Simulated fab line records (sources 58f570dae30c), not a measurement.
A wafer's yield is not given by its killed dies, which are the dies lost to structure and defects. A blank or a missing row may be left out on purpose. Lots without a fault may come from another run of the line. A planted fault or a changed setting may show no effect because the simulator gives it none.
Matching of chambers    flow berkeley_cmos170    3 sister chambers for UCB170_V2_CVD_00 on pecvd-04
The step deposits SiO2 from TEOS/O2, target thk 2000 nm, time 250 s. 14 wafers are shown with their chamber, then 7 later ones without.

== WAFERS PAIRED WITH THEIR CHAMBERS ==
wafer   chamber  heater_power_w (W)
L194.2  2        251
L194.4  2        193
L194.5  0        343
L199.1  1        259
L199.2  2        280
L199.6  1        341
L206.1  0        318
L206.5  1        347
L206.6  0        247
L209.1  0        328
L209.4  1        346
L209.5  2        271
L212.3  1        320
L212.4  1        252

SIGNATURES, as means of the wafers listed above
reading         chamber 0  chamber 1  chamber 2  scatter within a chamber
heater_power_w  309.00     310.83     248.75     42.3
Rule: for each reading, subtract the chamber's mean from the wafer's reading, divide by that reading's scatter and square the result; add these up over the readings and take the root, which gives the wafer's distance from the chamber. If the next closest chamber is less than 2 further off than the closest, the wafer can't be placed; otherwise it belongs to the closest. The scatter is the square root of a quotient: the sum, over the shown wafers, of each reading's squared deviation from its chamber's mean, divided by wafers minus chambers.

== WAFERS MISSING THEIR CHAMBER ==
wafer   heater_power_w (W)
L212.5  193
L210.1  209
L210.2  349
L210.5  244
L215.2  271
L215.3  342
L215.6  197

== WHICH CHAMBER EACH ONE RAN IN ==
wafer   from the rows above           in truth
L212.5  can't be placed: 2 or 0 or 1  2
L210.1  can't be placed: 2 or 0 or 1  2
L210.2  can't be placed: 1 or 0 or 2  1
L210.5  can't be placed: 2 or 0 or 1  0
L215.2  can't be placed: 2 or 0 or 1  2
L215.3  can't be placed: 1 or 0 or 2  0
L215.6  can't be placed: 2 or 0 or 1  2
Correct placement for 0 of the 7. Can't be placed from these rows: 7 (the true chamber is among the candidates in 7). Placed wrongly: 0.
